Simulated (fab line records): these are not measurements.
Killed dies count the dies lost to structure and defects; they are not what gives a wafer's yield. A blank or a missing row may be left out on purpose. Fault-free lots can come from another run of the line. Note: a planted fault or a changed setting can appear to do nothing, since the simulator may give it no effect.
A single fault, viewed from 2 desks -- flow ritCmos -- numbers are kept per desk, each desk with only its own; the story behind them comes last

## AT THE METROLOGY DESK
Lot by lot, what the gauges showed, no matter which tool ran the lot: averages of those sampled wafers that carry a number. Marked OUT: a lot whose mean sits more than 4 standard deviations from the usual mean, which makes it out of limits; the brackets give that distance.
Columns: A = NLDD_OVL at RIT_NLDD_OVL_MEAS_06, usual 0.0 nm; B = PLDD_TW at RIT_PLDD_TW_MEAS_10, usual 2349; C = PLDD_RS at RIT_SDANNEAL_RS_MEAS_06, usual 178.9 ohm/sq
lot,first seen here,A,B,C
L878,day 2 18:25,0.1,2361,178.9
L879,day 3 00:02,-1.3,2353,179.1
L880,day 3 06:14,0.7,2358,179.3
L881,day 3 08:59,1.0,2358,179.2
L882,day 3 14:41,-0.4,2353,178.6
L883,day 3 18:58,0.1,2343,178.5
L884,day 3 23:08,0.4,2350,178.7
L885,day 4 05:46,0.4,2333,179.9
L886,day 4 10:05,0.4,2350,179.1
L889,day 5 01:23,0.3,2714 (+38) OUT,153.1 (-55) OUT
L890,day 5 04:31,-1.3,2725 (+39) OUT,153.7 (-54) OUT
L892,day 5 15:42,2.1,2704 (+37) OUT,153.2 (-55) OUT
L893,day 5 19:47,-1.4,2345,178.4
L897,day 6 15:41,1.7,2355,178.5
L898,day 6 21:11,-0.3,2346,178.9
This desk reports L889, L890, L892 out of limits; the earliest was L889 at day 5 03:26 (PLDD_TW at RIT_PLDD_TW_MEAS_10). L878, L879, L880, L881, L882, L883, L884, L885, L886, L893, L897, L898: within limits.

## DESK OF THE TOOL OWNER: implanter-04
RIT_PLDD_IMPLANT_08, tool's own readings: per-lot mean of the sampled wafers with a number, covering each lot this tool ran. Marked OUT: a lot whose mean sits more than 4 standard deviations from the usual mean, which makes it out of limits; the brackets give that distance.
Columns: A = doseIonsCm2 at RIT_PLDD_IMPLANT_08, usual 8.998e+14; B = endStationPressureTorr at RIT_PLDD_IMPLANT_08, usual 7.3e-06 Torr; C = faradayCurrentUA at RIT_PLDD_IMPLANT_08, usual 2821
lot,first seen here,A,B,C
L878,day 2 20:18,9.008e+14,7.5e-06,2757
L879,day 3 01:40,8.994e+14,7.6e-06,2779
L882,day 3 16:31,8.997e+14,7.1e-06,2793
L885,day 4 07:25,9.000e+14,7.7e-06,2842
L886,day 4 11:53,9.005e+14,7.2e-06,2781
L889,day 5 03:07,1.713e+15 (+99 or more) OUT,9.4e-06 (+5.1) OUT,5334 (+47) OUT
L890,day 5 06:20,1.714e+15 (+99 or more) OUT,9.5e-06 (+5.2) OUT,5421 (+49) OUT
L892,day 5 17:19,1.715e+15 (+99 or more) OUT,9.6e-06 (+5.5) OUT,5425 (+49) OUT
This desk's verdict: out of limits on L889, L890, L892, starting with L889 at day 5 03:07 (doseIonsCm2 at RIT_PLDD_IMPLANT_08). L878, L879, L882, L885, L886: within limits.

## TAKEN TOGETHER
At day 5 03:07, on L889, L890, L892, the tool owner's desk was in a position to raise an alarm.
L889, L890, L892 would have let the metrology desk raise an alarm at day 5 03:26.
All the named lots went through RIT_PLDD_IMPLANT_08 on implanter-04.

## WHAT THE SIMULATOR PUT IN
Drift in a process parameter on implanter-04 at RIT_PLDD_IMPLANT_08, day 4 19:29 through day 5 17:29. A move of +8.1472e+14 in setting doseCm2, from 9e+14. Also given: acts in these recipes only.
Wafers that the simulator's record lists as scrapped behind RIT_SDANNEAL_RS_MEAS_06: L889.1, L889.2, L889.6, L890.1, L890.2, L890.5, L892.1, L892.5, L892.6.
Struck lots among those shown: L889, L890, L892.
Time in hours from fault onset to the first out-of-limits reading at each desk: tool owner's desk 8, metrology desk 8.
